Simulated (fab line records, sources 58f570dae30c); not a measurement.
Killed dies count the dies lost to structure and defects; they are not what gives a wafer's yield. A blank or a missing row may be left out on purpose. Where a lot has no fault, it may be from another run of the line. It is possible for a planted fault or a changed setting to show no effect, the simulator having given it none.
8D (eight disciplines) problem report, filled in by code | flow berkeley cmos170 | the parts of the form that need people (team, actions taken, sign-off) are left out

1. WHAT WENT WRONG
Wafers free of any fault read 1243 (standard deviation 12) for NWELL_TW at UCB170_NWELL_TW_MEAS_16, against a mean of 1382 on 6 wafers of 2 lots. That is +12 standard deviations from the usual mean.
The first sign was on wafer L432.1 at day 4 15:17, on film metro-01. The record holds 42 wafers of 14 lots with a number at this step. Rule for "out", or "out of limits": more than 4 standard deviations from the usual mean. The rest of the wafers with a number are treated as sound.

2. WHAT IT IS AND WHAT IT IS NOT
question                    | is                           | is not
which readings at this step | NWELL_TW                     | -
which lots                  | L432, L433                   | L421, L423, L425, L429, L435, L437, L438, L439, L440, L442, L443, L444
which wafers of those lots  | all that have a number       | -
read on which gauges        | film metro-01, film metro-03 | film metro-04
when                        | from day 4 15:17             | up to then (12 sound wafers); but 24 sound wafers of L435, L437, L438, L439, L440, L442, L443, L444 came after

3. SUSPECTS, AND WHAT RULES EACH OUT
Counting: any tool at a process step up to the reading is kept as a suspect provided that every lot that is out went through it and no sound lot did after the first of them.
- the gauge at UCB170_NWELL_TW_MEAS_16 is ruled out. The wafers that are out were read on 2 gauges (film metro-01, film metro-03).
- implanter-04 at UCB170_NWELL_IMPLANT_14: kept. Every lot that is out went through it, starting with L432 (day 4 15:02), and after that it ran no sound lot; the last sound lot it ran before then is L425 (day 3 00:08). Its own dose ions cm2, faraday current uA readings are out on those wafers.
After counting, what remains is implanter-04 at UCB170_NWELL_IMPLANT_14.

4. THE CAUSE (what the simulator had put in)
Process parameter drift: implanter-04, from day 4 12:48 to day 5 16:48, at UCB170_NWELL_IMPLANT_14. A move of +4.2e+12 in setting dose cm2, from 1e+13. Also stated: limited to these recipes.
Counting left only this tool.

5. SEQUENCE OF EFFECTS, ordered by route
Each row: a reading where the mean over the struck wafers with a number is more than 3 standard deviations away from the usual. Only readings whose record carries a usual standard deviation are examined. hours: median over the lots of the time between each lot's start at the first step of this table that gives one and its start at this step. sigmas: the change, counted in usual standard deviations.
hours | step                    | reading            | usual | on struck wafers | change | sigmas
0     | UCB170_NWELL_IMPLANT_14 | dose ions cm2      | 1e+13 | 1e+13            | +4e+12 | +99 or more
0     | UCB170_NWELL_IMPLANT_14 | faraday current uA | 31.7  | 45.2             | +13.5  | +21
0     | UCB170_NWELL_TW_MEAS_16 | NWELL_TW           | 1243  | 1382             | +140   | +12
Its process steps:
- UCB170_NWELL_IMPLANT_14
Later measuring or inspecting steps at which every struck wafer that the step has a row for has a number for every such reading, and none has moved that far: UCB170_PSD_CD_MEAS_06, UCB170_CONTACT_CD_MEAS_15, UCB170_M1_CD_MEAS_09.

6. HOW IT WOULD HAVE BEEN CAUGHT EARLIER
Counted from the fault's start at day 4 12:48, it took 2 hours until the first out-of-limits reading at a measuring or inspecting step in this record, taken at day 4 15:17.
Tool's own readings at UCB170_NWELL_IMPLANT_14, dose ions cm2, faraday current uA: out on all struck wafers the step has rows for; an alarm limit on them would have tripped on the first.
Of the lots that are out (2), L433 began UCB170_NWELL_IMPLANT_14 on implanter-04 after day 4 15:17. Putting the tool on hold at that point would have spared it.
